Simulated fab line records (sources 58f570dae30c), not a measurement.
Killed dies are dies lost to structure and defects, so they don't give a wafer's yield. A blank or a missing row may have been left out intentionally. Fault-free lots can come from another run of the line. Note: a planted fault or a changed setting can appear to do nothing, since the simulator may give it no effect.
fab line records	flow berkeley_cmos170	part 1 of 2: steps 1 to 40 of 44
[record] lots = 6	wafers = 18	last_day = 13
route steps=331 shown V1@260 M2@271 V2@292 M3@331
lots untouched by any fault: they come from a run of this same line in which no faults occurred
start_h: start of the lot's first displayed wafer, in hours after the record's first day	wait_h: time in hours since the lot's previous step	" as in the row above	L1.1+2: one row covering several wafers at once	- no value, or no start given	* or withheld: withheld	< > ~ a bound
route shown NAME@n: NAME is a module with steps in the file, n the number in the route of the first one	usual: mean and standard deviation over wafers with no fault	same: alike in all rows	chamber/n: place in a boat	sites: readings site by site	_std_site: the standard deviation of these	_edge_site: mean of outer sites minus mean of inner sites	radius_mm: for every site, how far away it sits from the centre of the wafer	mask NAME#n: copy n	behind: the most recent tool/chamber to have shaped the wafer	hold: reason for holding the lot/hours on hold/outcome of the hold	device: which transistor (n, p or np) failed to switch	end of line: the route-end tests of the same wafers	a step given without rows: its recipe and nothing more	killed: count of dies lost to structure and defects at first sort (not the wafer's yield)	map: the dies of a wafer, with x for killed, . for not killed, _ for no die there
set.NAME: the setting the step ran with; set.NAME@STEP: the setting that earlier step ran with	model.NAME: the simulator's own value behind a step, which no gauge read
certain route steps with their lots: each step a table, each wafer a row
services: from which hour (start_h, from the record's first day; less than 0 if before it) a tool's chamber was out of use, for how many hours, and why
[[steps]]
[step UCB170_V1_HMDS_06]
[recipe] prime_time_s = 60	prime_temp_c = 100
[step UCB170_V1_COAT_07]
[recipe] resist = KrF	spin_rpm = 1500	resist_thk_nm = 900
[step UCB170_V1_SOFTBAKE_08]
[recipe] resist = KrF	temp_c = 130	time_s = 60
[step UCB170_V1_EXPOSE_09]
[recipe] mask_id = VIA1	target_cd_nm = 700	na = 0.5	sigma_outer = 0.6	source_shape = conventional	dose_mj = 37
[step UCB170_V1_PEB_10]
[recipe] peb_temp_c = 130	peb_time_s = withheld	resist = KrF
[step UCB170_V1_DEVELOP_11]
[recipe] developer = TMAH	develop_time_s = 45	resist = KrF	dev_temp_c = 21
[step UCB170_V1_CD_MEAS_12]
[recipe] target_cd_nm = 700
[usual] cd_nm = 700.4/1.5
lot.wafer	tool	chamber	start_h	wait_h	cd_nm
L201.2	cd_sem-02	-	202.04	-	702.2
L201.3	"	-	"	"	702.6
L201.6	"	-	"	"	703.0
L203.1	cd_sem-01	-	221.98	-	702.0
L203.3	"	-	"	"	701.3
L203.4	"	-	"	"	700.3
L210.2	cd_sem-02	-	258.49	-	700.8
L210.4	"	-	"	"	701.3
L210.5	"	-	"	"	700.8
L213.2	cd_sem-02	-	269.44	-	702.9
L213.4	"	-	"	"	701.6
L213.5	"	-	"	"	702.5
L211.3	cd_sem-02	-	269.86	-	699.0
L211.5	"	-	"	"	699.5
L211.6	"	-	"	"	699.9
L219.2	cd_sem-02	-	295.38	-	700.7
L219.5	"	-	"	"	700.7
L219.6	"	-	"	"	699.9
[step UCB170_V1_OVL_MEAS_13]
[usual] V1_OVL = 1/5.5
lot.wafer	tool	chamber	start_h	wait_h	V1_OVL[nm]
L201.2	overlay-01	-	202.14	0.1	7
L201.3	"	-	"	"	4
L201.6	"	-	"	"	-4
L203.1	overlay-02	-	222.10	0.1	-7
L203.3	"	-	"	"	-6
L203.4	"	-	"	"	3
L210.2	overlay-01	-	258.60	0.1	4
L210.4	"	-	"	"	10
L210.5	"	-	"	"	1
L213.2	overlay-02	-	269.54	0.1	4
L213.4	"	-	"	"	6
L213.5	"	-	"	"	-6
L211.3	overlay-01	-	269.95	0.1	-2
L211.5	"	-	"	"	-1
L211.6	"	-	"	"	7
L219.2	overlay-02	-	295.48	0.1	5
L219.5	"	-	"	"	-2
L219.6	"	-	"	"	6
[step UCB170_V1_ETCH_14]
[recipe] chemistry = CHF3/CF4/Ar	target = SiO2	stop_on = Al	CHF3_flow_sccm = 45	cf4_flow_sccm = 15	Ar_flow_sccm = 150	pressure_mtorr = 200	rf_w = 700	target_depth_a = 12500	over_etch_frac = 0.25	time_s = 291
[usual] drypump_motor_current_A = 5.7/0.44	oes_product_au = 0.882/0.011	throttle_valve_pct = 6.94/0.083
[same] time_s = 291
lot.wafer	tool	chamber	start_h	wait_h	drypump_motor_current_A	oes_product_au	rf_hours_counter_h	throttle_valve_pct
L201.2	rie_diel-01	0	202.17	0.0	5.4	0.880	121	6.88
L201.3	"	2	"	"	5.2	0.875	126	6.88
L201.6	"	2	"	"	5.2	0.871	-	6.88
L203.1	rie_diel-02	1	222.13	0.0	5.7	0.870	70	7.08
L203.3	"	3	"	"	5.8	0.895	113	6.92
L203.4	"	0	"	"	6.3	0.887	90	6.96
L210.2	rie_diel-02	2	258.63	0.0	4.7	0.887	26	6.82
L210.4	"	3	"	"	5.8	0.892	115	6.91
L210.5	"	1	"	"	5.7	0.881	-	7.07
L213.2	rie_diel-01	1	269.57	0.0	5.4	0.877	69	7.10
L213.4	"	2	"	"	5.2	0.879	129	6.88
L213.5	"	2	"	"	5.1	0.878	-	6.89
L211.3	rie_diel-04	2	269.98	0.0	5.8	0.892	22	6.92
L211.5	"	3	"	"	5.7	0.878	-	6.85
L211.6	"	2	"	"	5.8	0.894	-	6.93
L219.2	rie_diel-04	0	295.51	0.0	6.3	0.890	11	6.94
L219.5	"	2	"	"	5.8	0.897	-	6.95
L219.6	"	1	"	"	5.9	0.889	-	6.90
[step UCB170_V1_STRIP_15]
[recipe] chemistry = O2	power_w = 400	pressure_mtorr = 3500	platen_temp_c = withheld	o2_flow_sccm = 400	overash_fraction = 0.5
[usual] drypump_motor_current_A = 5.53/0.13	oes_product_au = 0.722/0.0049	strip_time_to_endpoint_s = 15.37/0.1
lot.wafer	tool	chamber	start_h	wait_h	drypump_motor_current_A	oes_product_au	rf_hours_counter_h	strip_time_to_endpoint_s
L201.2	plasma_asher-03	1	202.35	0.1	5.61	0.715	37	15.35
L201.3	"	0	"	"	5.42	0.723	-	15.26
L201.6	"	1	"	"	5.59	0.722	-	15.25
L203.1	plasma_asher-04	0	222.31	0.1	5.38	0.724	3	15.40
L203.3	"	0	"	"	5.38	0.714	-	15.45
L203.4	"	1	"	"	5.61	0.714	-	15.24
L210.2	plasma_asher-01	1	258.81	0.1	5.75	0.725	59	15.19
L210.4	"	1	"	"	5.74	0.713	-	15.28
L210.5	"	0	"	"	5.48	0.721	-	15.27
L213.2	plasma_asher-04	0	269.75	0.1	5.36	0.725	8	15.24
L213.4	"	0	"	"	5.37	0.723	-	15.28
L213.5	"	1	"	"	5.63	0.720	-	15.31
L211.3	plasma_asher-03	1	270.19	0.1	5.64	0.727	-	15.52
L211.5	"	1	"	"	5.65	0.720	-	15.64
L211.6	"	0	"	"	5.40	0.716	-	15.48
L219.2	plasma_asher-03	1	295.69	0.1	5.60	0.731	47	15.29
L219.5	"	0	"	"	5.39	0.738	-	15.36
L219.6	"	1	"	"	5.59	0.722	-	15.27
[step UCB170_V1_CD_MEAS_90]
[recipe] target_cd_nm = 700
[usual] cd_nm = 700.4/1.5
lot.wafer	tool	chamber	start_h	wait_h	cd_nm
L201.2	cd_sem-02	-	202.47	0.1	703.0
L201.3	"	-	"	"	702.6
L201.6	"	-	"	"	703.7
L203.1	cd_sem-02	-	222.41	0.1	701.6
L203.3	"	-	"	"	700.3
L203.4	"	-	"	"	701.0
L210.2	cd_sem-02	-	258.93	0.1	700.1
L210.4	"	-	"	"	701.0
L210.5	"	-	"	"	700.9
L213.2	cd_sem-01	-	269.87	0.1	703.0
L213.4	"	-	"	"	702.1
L213.5	"	-	"	"	703.3
L211.3	cd_sem-02	-	270.30	0.1	698.9
L211.5	"	-	"	"	698.8
L211.6	"	-	"	"	699.4
L219.2	cd_sem-01	-	295.81	0.1	700.8
L219.5	"	-	"	"	700.5
L219.6	"	-	"	"	700.3
[step UCB170_M2_PRE_CLEAN_00]
[recipe] gas = Ar	preclean_etch_time_s = 60
[step UCB170_M2_SPUTTER_01]
[recipe] material = Al	target_thk_nm = 900	time_s = 120	power_w = 6000	chamber_pressure_pa = 0.5
[usual] cathode_dc_power_W = 6000.0/1.1	chamber_pressure_pa = 0.5000/0.001	throttle_valve_pct = 30.3/1.2
lot.wafer	tool	chamber	start_h	wait_h	cathode_dc_power_W	chamber_pressure_pa	throttle_valve_pct	model.Al_of_M2_SPUTTER_01.thk_nm
L201.2	pvd_sputter-02	-	202.64	0.0	5999.5	0.4995	31.1	885
L201.3	"	-	"	"	5999.5	0.5001	29.4	892.1
L201.6	"	-	"	"	5999.3	0.4990	29.8	895.1
L203.1	pvd_sputter-02	-	222.60	0.0	6001.2	0.5009	29.3	893.7
L203.3	"	-	"	"	5999.3	0.5005	30.9	895.1
L203.4	"	-	"	"	5999.5	0.4990	29.7	894.6
L210.2	pvd_sputter-02	-	259.09	0.0	6000.2	0.4987	28.8	427.4
L210.4	"	-	"	"	5999.8	0.4999	31.2	907.1
L210.5	"	-	"	"	5999.2	0.5007	29.1	903.9
L213.2	pvd_sputter-03	-	270.04	0.0	6001.2	0.4985	29.7	888.2
L213.4	"	-	"	"	5999.0	0.4995	32.4	883.8
L213.5	"	-	"	"	6001.3	0.5010	29.4	889.7
L211.3	pvd_sputter-02	-	270.44	0.0	5999.9	0.5001	31.4	906
L211.5	"	-	"	"	5999.9	0.5012	28.8	424.9
L211.6	"	-	"	"	6001.0	0.5002	29.9	907.3
L219.2	pvd_sputter-04	-	295.98	0.0	5999.5	0.5013	29.1	888.4
L219.5	"	-	"	"	5998.8	0.4987	30.4	887.7
L219.6	"	-	"	"	6000.6	0.5003	28.8	887.6
[step UCB170_M2_RS_MEAS_02]
[recipe] thk_meas_gauge = four-point-probe	reads = Al_of_M2_SPUTTER_01
[usual] M2_AL_RS = 0.03223/0.0003
lot.wafer	tool	chamber	start_h	wait_h	M2_AL_RS[ohm/sq]
L201.2	film_metro-02	-	202.74	0.1	0.03273
L201.3	"	-	"	"	0.03246
L201.6	"	-	"	"	0.03229
L203.1	film_metro-03	-	222.68	0.0	0.03237
L203.3	"	-	"	"	0.03239
L203.4	"	-	"	"	0.03231
L210.2	film_metro-04	-	259.20	0.1	0.06851
L210.4	"	-	"	"	0.03192
L210.5	"	-	"	"	0.03198
L213.2	film_metro-02	-	270.14	0.1	0.03253
L213.4	"	-	"	"	0.03273
L213.5	"	-	"	"	0.03255
L211.3	film_metro-02	-	270.57	0.1	0.03192
L211.5	"	-	"	"	0.06891
L211.6	"	-	"	"	0.03187
L219.2	film_metro-04	-	296.08	0.1	0.03251
L219.5	"	-	"	"	0.03264
L219.6	"	-	"	"	0.0326
[step UCB170_M2_THK_MEAS_03]
[recipe] thk_meas_gauge = xrf	reads = Al_of_M2_SPUTTER_01
[usual] M2_AL_THK = 907/8.6
lot.wafer	tool	chamber	start_h	wait_h	M2_AL_THK[nm]
L201.2	film_metro-02	-	202.85	0.1	898
L201.3	"	-	"	"	906
L201.6	"	-	"	"	908
L203.1	film_metro-03	-	222.80	0.1	908
L203.3	"	-	"	"	910
L203.4	"	-	"	"	908
L210.2	film_metro-04	-	259.31	0.1	429
L210.4	"	-	"	"	919
L210.5	"	-	"	"	912
L213.2	film_metro-02	-	270.25	0.1	891
L213.4	"	-	"	"	891
L213.5	"	-	"	"	896
L211.3	film_metro-02	-	270.67	0.1	914
L211.5	"	-	"	"	427
L211.6	"	-	"	"	911
L219.2	film_metro-04	-	296.19	0.1	896
L219.5	"	-	"	"	899
L219.6	"	-	"	"	898
[step UCB170_M2_HMDS_04]
[recipe] prime_time_s = 60	prime_temp_c = 100
[step UCB170_M2_COAT_05]
[recipe] resist = KrF	spin_rpm = 1500	resist_thk_nm = 900
[step UCB170_M2_SOFTBAKE_06]
[recipe] resist = KrF	temp_c = 130	time_s = 60
[step UCB170_M2_STRIP_07]
[recipe] chemistry = O2	power_w = 400	pressure_mtorr = 3500	platen_temp_c = withheld	o2_flow_sccm = 400	overash_fraction = 0.5
[step UCB170_M2_STRIP_08]
[recipe] chemistry = DMSO	temp_c = 80	time_s = 600	material = KrF
[step UCB170_M2_COAT_09]
[recipe] resist = BARC	temp_c = withheld	time_s = withheld	spin_rpm = 3000	resist_thk_nm = withheld
[step UCB170_M2_COAT_10]
[recipe] resist = KrF	spin_rpm = 1500	resist_thk_nm = 900
[step UCB170_M2_SOFTBAKE_11]
[recipe] resist = KrF	temp_c = 130	time_s = 60
[step UCB170_M2_EXPOSE_12]
[recipe] mask_id = METAL2	target_cd_nm = 700	na = 0.5	sigma_outer = 0.6	source_shape = conventional	dose_mj = 26
[step UCB170_M2_PEB_13]
[recipe] peb_temp_c = 130	peb_time_s = withheld	resist = KrF
[step UCB170_M2_DEVELOP_14]
[recipe] developer = TMAH	develop_time_s = 45	resist = KrF	dev_temp_c = 21
[step UCB170_M2_CD_MEAS_15]
[recipe] target_cd_nm = 700
[usual] cd_nm = 699.9/1.5
lot.wafer	tool	chamber	start_h	wait_h	cd_nm
L201.2	cd_sem-01	-	204.76	-	701.1
L201.3	"	-	"	"	700.6
L201.6	"	-	"	"	699.9
L203.1	cd_sem-01	-	224.55	-	698.6
L203.3	"	-	"	"	697.8
L203.4	"	-	"	"	698.6
L210.2	cd_sem-01	-	261.29	-	699.3
L210.4	"	-	"	"	699.6
L210.5	"	-	"	"	701.1
L213.2	cd_sem-02	-	272.07	-	700.3
L213.4	"	-	"	"	700.9
L213.5	"	-	"	"	700.4
L211.3	cd_sem-01	-	272.37	-	698.4
L211.5	"	-	"	"	699.2
L211.6	"	-	"	"	697.4
L219.2	cd_sem-02	-	299.16	-	701.3
L219.5	"	-	"	"	700.7
L219.6	"	-	"	"	700.8
[step UCB170_M2_OVL_MEAS_16]
[usual] M2_OVL = 2/7.2
lot.wafer	tool	chamber	start_h	wait_h	M2_OVL[nm]
L201.2	overlay-02	-	204.87	0.1	7
L201.3	"	-	"	"	2
L201.6	"	-	"	"	-2
L203.1	overlay-02	-	224.67	0.1	-6
L203.3	"	-	"	"	-3
L203.4	"	-	"	"	0
L210.2	overlay-01	-	261.40	0.1	7
L210.4	"	-	"	"	-5
L210.5	"	-	"	"	-5
L213.2	overlay-01	-	272.18	0.1	-7
L213.4	"	-	"	"	-7
L213.5	"	-	"	"	6
L211.3	overlay-01	-	272.46	0.1	-6
L211.5	"	-	"	"	-4
L211.6	"	-	"	"	-13
L219.2	overlay-02	-	299.27	0.1	-2
L219.5	"	-	"	"	-1
L219.6	"	-	"	"	-1
[step UCB170_M2_ETCH_17]
[recipe] chemistry = N2/H2	target_depth_a = withheld	overetch_a = withheld	target = BARC	time_s = withheld	source_w = 500	bias_w = 100	pressure_mtorr = 30	n2_flow_sccm = 100	h2_flow_sccm = 200
[usual] drypump_motor_current_A = 5.7/0.31	oes_product_au = 1.001/0.017	throttle_valve_pct = 13.29/0.13
lot.wafer	tool	chamber	start_h	wait_h	drypump_motor_current_A	oes_product_au	throttle_valve_pct
L201.2	rie_diel-03	0	204.90	0.0	5.6	1.017	12.94
L201.3	"	3	"	"	5.9	0.981	13.39
L201.6	"	1	"	"	5.8	0.966	13.36
L203.1	rie_diel-03	1	224.71	0.0	5.8	0.967	13.35
L203.3	"	3	"	"	5.9	0.980	13.39
L203.4	"	2	"	"	5.8	1.016	13.33
L210.2	rie_diel-01	2	261.43	0.0	5.2	0.989	13.33
L210.4	"	1	"	"	5.4	1.007	13.49
L210.5	"	2	"	"	5.2	1.001	13.34
L213.2	rie_diel-03	2	272.21	0.0	5.8	1.014	13.35
L213.4	"	3	"	"	5.9	0.983	13.40
L213.5	"	2	"	"	5.8	1.009	13.35
L211.3	rie_diel-01	2	272.49	0.0	5.2	0.998	13.33
L211.5	"	2	"	"	5.2	0.995	13.32
L211.6	"	1	"	"	5.4	1.001	13.50
L219.2	rie_diel-01	3	299.30	0.0	6.2	0.992	13.30
L219.5	"	2	"	"	5.2	0.996	13.34
L219.6	"	3	"	"	6.1	0.998	13.31
[step UCB170_M2_METAL_ETCH_18]
[recipe] chemistry = Cl2/BCl3	target = Al	stop_on = SiO2	pressure_mtorr = 12	target_depth_a = 11700	over_etch_frac = 0.3	time_s = 195	icp_w = 600	bias_w = 120	Cl2_flow_sccm = 90	bcl3_flow_sccm = 45
[usual] drypump_motor_current_A = 5.57/0.23	oes_product_au = 0.854/0.007	throttle_valve_pct = 24.32/0.2
[same] time_s = 195
lot.wafer	tool	chamber	start_h	wait_h	drypump_motor_current_A	oes_product_au	rf_hours_counter_h	throttle_valve_pct
L201.2	rie_metal-04	1	204.94	-	5.71	0.846	4	24.15
L201.3	"	0	"	"	5.80	0.843	-	24.22
L201.6	"	1	"	"	5.73	0.863	-	24.16
L203.1	rie_metal-01	1	224.75	-	5.53	0.847	13	24.28
L203.3	"	1	"	"	5.51	0.848	-	24.28
L203.4	"	0	"	"	5.58	0.855	-	24.70
L210.2	rie_metal-04	0	261.47	-	5.81	0.604	11	24.33
L210.4	"	0	"	"	5.79	0.850	-	24.21
L210.5	"	0	"	"	5.81	0.856	-	24.20
L213.2	rie_metal-01	1	272.25	-	5.55	0.842	14	24.25
L213.4	"	0	"	"	5.58	0.854	-	24.72
L213.5	"	1	"	"	5.56	0.847	-	24.26
L211.3	rie_metal-02	0	272.59	-	5.45	0.858	-	24.36
L211.5	"	0	"	"	5.46	0.609	-	24.49
L211.6	"	1	"	"	5.02	0.864	-	24.25
L219.2	rie_metal-02	0	299.34	-	5.43	0.853	16	24.36
L219.5	"	0	"	"	5.46	0.854	-	24.39
L219.6	"	1	"	"	4.98	0.847	-	24.24
[step UCB170_M2_STRIP_19]
[recipe] chemistry = O2	power_w = 400	pressure_mtorr = 3500	platen_temp_c = withheld	o2_flow_sccm = 400	overash_fraction = 0.5
[usual] drypump_motor_current_A = 5.7/0.46	oes_product_au = 0.544/0.011
lot.wafer	tool	chamber	start_h	wait_h	drypump_motor_current_A	oes_product_au	rf_hours_counter_h
L201.2	plasma_asher-02	1	205.12	0.1	6.6	0.540	53
L201.3	"	0	"	"	5.2	0.529	-
L201.6	"	1	"	"	6.6	0.541	-
L203.1	plasma_asher-02	0	224.94	0.1	5.2	0.554	55
L203.3	"	1	"	"	6.5	0.546	-
L203.4	"	0	"	"	5.2	0.559	-
L210.2	plasma_asher-02	0	261.66	0.1	5.2	0.540	59
L210.4	"	0	"	"	5.2	0.534	-
L210.5	"	0	"	"	5.2	0.524	-
L213.2	plasma_asher-04	0	272.50	0.2	5.4	0.544	8
L213.4	"	0	"	"	5.4	0.551	-
L213.5	"	0	"	"	5.4	0.539	-
L211.3	plasma_asher-03	1	272.75	0.1	5.6	0.561	-
L211.5	"	1	"	"	5.6	0.549	-
L211.6	"	0	"	"	5.4	0.549	-
L219.2	plasma_asher-03	1	299.53	0.1	5.6	0.548	47
L219.5	"	0	"	"	5.4	0.540	-
L219.6	"	1	"	"	5.6	0.553	-
[step UCB170_M2_CD_MEAS_90]
[recipe] target_cd_nm = 700
[usual] cd_nm = 701/3.1
lot.wafer	tool	chamber	start_h	wait_h	cd_nm
L201.2	cd_sem-02	-	205.24	0.1	700
L201.3	"	-	"	"	702
L201.6	"	-	"	"	703
L203.1	cd_sem-02	-	225.04	0.1	696
L203.3	"	-	"	"	699
L203.4	"	-	"	"	704
L210.2	cd_sem-02	-	261.80	0.1	705
L210.4	"	-	"	"	703
L210.5	"	-	"	"	704
L213.2	cd_sem-02	-	272.62	0.1	702
L213.4	"	-	"	"	703
L213.5	"	-	"	"	701
L211.3	cd_sem-01	-	272.86	0.1	704
L211.5	"	-	"	"	705
L211.6	"	-	"	"	701
L219.2	cd_sem-02	-	299.65	0.1	704
L219.5	"	-	"	"	704
L219.6	"	-	"	"	703
[step UCB170_V2_CVD_00]
[recipe] material = SiO2	target_thk_nm = 2000	temp_c = 390	precursor = TEOS/O2	time_s = 250	rf_w = 550	pressure_mtorr = 9000
[step UCB170_V2_THK_MEAS_01]
[recipe] reads = SiO2_of_V2_CVD_00
[usual] V2_TEOS_THK = 2002/25
lot.wafer	tool	chamber	start_h	wait_h	V2_TEOS_THK[nm]
L201.2	film_metro-02	-	205.51	0.1	1969
L201.3	"	-	"	"	1980
L201.6	"	-	"	"	2004
L203.1	film_metro-03	-	225.31	0.1	1992
L203.3	"	-	"	"	1989
L203.4	"	-	"	"	2006
L210.2	film_metro-01	-	262.07	0.1	1985
L210.4	"	-	"	"	2012
L210.5	"	-	"	"	2012
L213.2	film_metro-02	-	272.89	0.1	1991
L213.4	"	-	"	"	2018
L213.5	"	-	"	"	2020
L211.3	film_metro-01	-	273.11	0.1	1992
L211.5	"	-	"	"	2010
L211.6	"	-	"	"	2010
L219.2	film_metro-02	-	299.91	0.1	2013
L219.5	"	-	"	"	2017
L219.6	"	-	"	"	2021
[step UCB170_V2_CMP_02]
[recipe] material = SiO2	down_force_psi = 6	platen_rpm = 60	pad_velocity_m_s = 0.75398
[usual] head_pressure_psi = 6.001/0.014	motor_current_A = 16.1/1.3
lot.wafer	tool	chamber	start_h	wait_h	head_pressure_psi	motor_current_A
L201.3	cmp-02	2	205.61	0.1	5.996	17.2
L201.2	"	0	"	"	6.002	15.7
L201.6	"	1	"	"	5.977	16.3
L203.1	cmp-02	2	225.42	0.1	5.994	17.9
L203.4	"	3	"	"	6.021	15.3
L203.3	"	0	"	"	6.034	16.3
L210.4	cmp-02	3	262.12	0.0	6.018	15.7
L210.2	"	0	"	"	5.983	16.5
L210.5	"	3	"	"	5.997	14.0
L213.4	cmp-02	2	272.94	0.0	6.016	18.5
L213.2	"	1	"	"	6.004	17.3
L213.5	"	3	"	"	6.020	15.7
L211.3	cmp-01	0	273.20	0.1	5.992	16.5
L211.6	"	3	"	"	5.992	14.4
L211.5	"	0	"	"	5.991	15.4
L219.2	cmp-01	0	300.01	0.1	6.002	15.5
L219.5	"	3	"	"	6.013	13.6
L219.6	"	0	"	"	5.999	15.6
[step UCB170_V2_BOW_MEAS_03]
[recipe] mode = bow
[usual] V2_BOW = 36/7.3
lot.wafer	tool	chamber	start_h	wait_h	V2_BOW[um]
L201.2	film_metro-01	-	205.88	0.1	33
L201.3	"	-	"	"	27
L201.6	"	-	"	"	37
L203.1	film_metro-03	-	225.67	0.2	44
L203.3	"	-	"	"	42
L203.4	"	-	"	"	32
L210.2	film_metro-02	-	262.44	0.2	35
L210.4	"	-	"	"	39
L210.5	"	-	"	"	30
L213.2	film_metro-02	-	273.26	0.1	44
L213.4	"	-	"	"	42
L213.5	"	-	"	"	37
L211.3	film_metro-03	-	273.49	0.2	45
L211.5	"	-	"	"	43
L211.6	"	-	"	"	42
L219.2	film_metro-01	-	300.28	0.2	40
L219.5	"	-	"	"	44
L219.6	"	-	"	"	49
[step UCB170_V2_THK_MEAS_04]
[recipe] reads = SiO2_of_V2_CVD_00
[usual] V2_POLISHED_THK = 999.9/1.3
lot.wafer	tool	chamber	start_h	wait_h	V2_POLISHED_THK[nm]
L201.2	film_metro-01	-	205.99	0.1	1002.9
L201.3	"	-	"	"	1001.1
L201.6	"	-	"	"	1000.0
L203.1	film_metro-03	-	225.79	0.1	1000.1
L203.3	"	-	"	"	1000.7
L203.4	"	-	"	"	1000.6
L210.2	film_metro-02	-	262.55	0.1	997.9
L210.4	"	-	"	"	999.0
L210.5	"	-	"	"	1000.3
L213.2	film_metro-02	-	273.37	0.1	1000.7
L213.4	"	-	"	"	1000.4
L213.5	"	-	"	"	1002.0
L211.3	film_metro-03	-	273.59	0.1	1001.4
L211.5	"	-	"	"	1002.6
L211.6	"	-	"	"	1002.3
L219.2	film_metro-01	-	300.39	0.1	998.3
L219.5	"	-	"	"	998.3
L219.6	"	-	"	"	999.6
[step UCB170_V2_CLEAN_05]
[recipe] chemistry = DIW
[step UCB170_V2_HMDS_06]
[recipe] prime_time_s = 60	prime_temp_c = 100
[step UCB170_V2_COAT_07]
[recipe] resist = KrF	spin_rpm = 1500	resist_thk_nm = 900
[[key]]
[first_sign] step = UCB170_M2_RS_MEAS_02	reading = M2_AL_RS	direction = up	sigmas = 99+	usual = 0.03223	struck = 0.06871
[effect] step = UCB170_M2_THK_MEAS_03	reading = M2_AL_THK	direction = down	sigmas = 56	usual = 907	struck = 428
[effect] step = UCB170_M2_METAL_ETCH_18	reading = oes_product_au	direction = down	sigmas = 35	usual = 0.854	struck = 0.607
[model_effect] step = UCB170_M2_SPUTTER_01	value = Al_of_M2_SPUTTER_01.thk_nm	without = 904.3	struck = 426.1
[model_effect] step = UCB170_V2_ETCH_14	value = Al_of_M2_SPUTTER_01.thk_nm	without = 904.2	struck = 426
[model_effect] step = UCB170_M3_PROBE_99	value = etest.antenna_m2.vt_shift_v	without = -0.01429	struck = -0.02517
met_at UCB170_M2_SPUTTER_01
struck_wafers L210.2,L211.5
[fault] kind = process_parameter_drift	tool = pvd_sputter-02	chamber = -	onset_h = 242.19	steps = UCB170_M2_SPUTTER_01	channel = target_thk_nm	offset = -478.2	shape = step	end_h = 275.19	acts_in = these_recipes_only	stated = 900	scope = struck_wafers_only
